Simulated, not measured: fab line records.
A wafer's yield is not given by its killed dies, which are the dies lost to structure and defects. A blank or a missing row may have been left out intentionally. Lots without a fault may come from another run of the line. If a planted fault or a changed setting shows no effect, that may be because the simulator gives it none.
Struck lot and sound lot, side by side    flow rit_cmos    17 out of 202 route steps
Sound: these wafers, L397.3, L397.5, L397.6. Struck: wafer L402.2 (L402.3, L402.5, from the same lot, were not struck and are left out); the cause is given at the end.
Per side, at each step with rows, come the tool, then ch with its chambers, and then its first start. Under that, the readings that differ: sound wafers    struck wafers    difference of the means    sigmas: that difference in standard deviations of wafers without a fault.
alike: readings with means less than 2 such deviations apart, plus words and numbers identical on both sides. not compared: withheld readings, readings lacking a value on some wafer, bounds such as >300 that could conceal the same value, and numbers that have no deviation in the record and whose values overlap.
Wherever a step has rows on one side only, a row that says differs or no value, or a row with sigmas, the two part there. When numbers do not overlap yet have no deviation, they are printed without sigmas and do not part them. Lack of a reading on every wafer of one side parts them only where that side has two or more wafers.

first, 1 step without rows for these wafers: RIT_PSD_IMPLANT_08.
RIT_PSD_STRIP_09: strips in O2, time 180 s.
  sound on plasma_asher-04 ch 0,1, day 4 18:14; struck on plasma_asher-04 ch 0, day 5 18:35
reading                 sound  struck  difference                    sigmas
rf_hours_counter_h (h)  - - -  50      no value on the sound wafers  
  alike: drypump_motor_current_A
RIT_PSD_TW_MEAS_10:
  struck on film_metro-03, day 5 18:47; sound on film_metro-02, day 4 18:22
  alike: PSD_TW
then, 3 steps without rows for these wafers: RIT_SDANNEAL_CLEAN_00 (cleans in SC1, time 600 s); RIT_SDANNEAL_CLEAN_01 (cleans in dHF, time 30 s); RIT_SDANNEAL_CLEAN_02 (cleans in SC2, time 600 s).
RIT_SDANNEAL_RTA_03: time 5 s.
  sound on rtp_anneal-02 ch 0, day 4 18:47; struck on rtp_anneal-01 ch 0, day 5 19:17
  alike: wafer_temp_C_max
RIT_SDANNEAL_RS_MEAS_04: the measuring method here is four-point-probe.
  struck on film_metro-02, day 5 19:21; sound on film_metro-03, day 4 18:52
  alike: PSD_RS
RIT_SDANNEAL_RS_MEAS_05: the measuring method here is four-point-probe.
  struck on film_metro-02, day 5 19:28; sound on film_metro-03, day 4 18:59
  alike: NSD_RS
RIT_SDANNEAL_RS_MEAS_06: the measuring method here is four-point-probe.
  struck on film_metro-02, day 5 19:35; sound on film_metro-03, day 4 19:07
  alike: PLDD_RS
RIT_SDANNEAL_RS_MEAS_07: the measuring method here is four-point-probe.
  struck on film_metro-02, day 5 19:43; sound on film_metro-03, day 4 19:14
  alike: NLDD_RS
then, 1 step without rows for these wafers: RIT_SILICIDE_WET_ETCH_00 (etches SiO2 in BOE, target depth 14 nm, time 15 s).
RIT_SILICIDE_SPUTTER_01: material Ti, target thk 30 nm, time 240 s.
  struck on pvd_sputter-03, day 5 19:50; sound on pvd_sputter-01, day 4 19:19
reading                                      sound                 struck  difference  sigmas
chamber_pressure_pa (Pa)                     0.6670 0.6666 0.6670  0.4032  -0.2637     -99 or more
throttle_valve_pct (%)                       30.6 29.9 30.9        37.8    +7.3        +13
model.Ti_of_SILICIDE_SPUTTER_01.thk_nm (nm)  29.85 30.05 30.09     33.15   +3.15       
  alike: substrate_temp_c
RIT_SILICIDE_RS_MEAS_02: the measuring method here is four-point-probe.
  struck on film_metro-03, day 5 20:17; sound on film_metro-03, day 4 19:31
reading                  sound           struck  difference  sigmas
SILICIDE_TI_RS (ohm/sq)  48.1 47.9 47.8  27.2    -20.7       -40
  not compared: hold
RIT_SILICIDE_THK_MEAS_03: measures by xrf.
  struck on film_metro-03, day 5 22:40; sound on film_metro-03, day 4 19:37
reading               sound              struck  difference  sigmas
SILICIDE_TI_THK (nm)  29.88 29.98 30.07  33.18   +3.20       +11
  not compared: hold
RIT_SILICIDE_RTA_04: time 10 s, ramp up 5 s, ramp down 5 s.
  sound on rtp_anneal-01 ch 0, day 4 19:40; struck on rtp_anneal-02 ch 0, day 6 03:53
reading  sound  struck                    difference                    sigmas
hold     - - -  await_dispo/5.1h/release  no value on the sound wafers  
  alike: wafer_temp_C_max
RIT_M1_PROBE_99:
  struck on prober-02, day 6 10:55; sound on prober-01, day 5 02:13
reading              sound   struck  difference  sigmas
killed_at_front_end  4 15 2  13      +6          +2
killed_dies          4 15 2  13      +6          +2
killed_open          2 8 2   8       +4          +2
  alike: killed_short

== WHERE THEY PART ==
At RIT_PSD_STRIP_09 first; at RIT_M1_PROBE_99 last (within this record only).

WHY: the cause the simulator had injected
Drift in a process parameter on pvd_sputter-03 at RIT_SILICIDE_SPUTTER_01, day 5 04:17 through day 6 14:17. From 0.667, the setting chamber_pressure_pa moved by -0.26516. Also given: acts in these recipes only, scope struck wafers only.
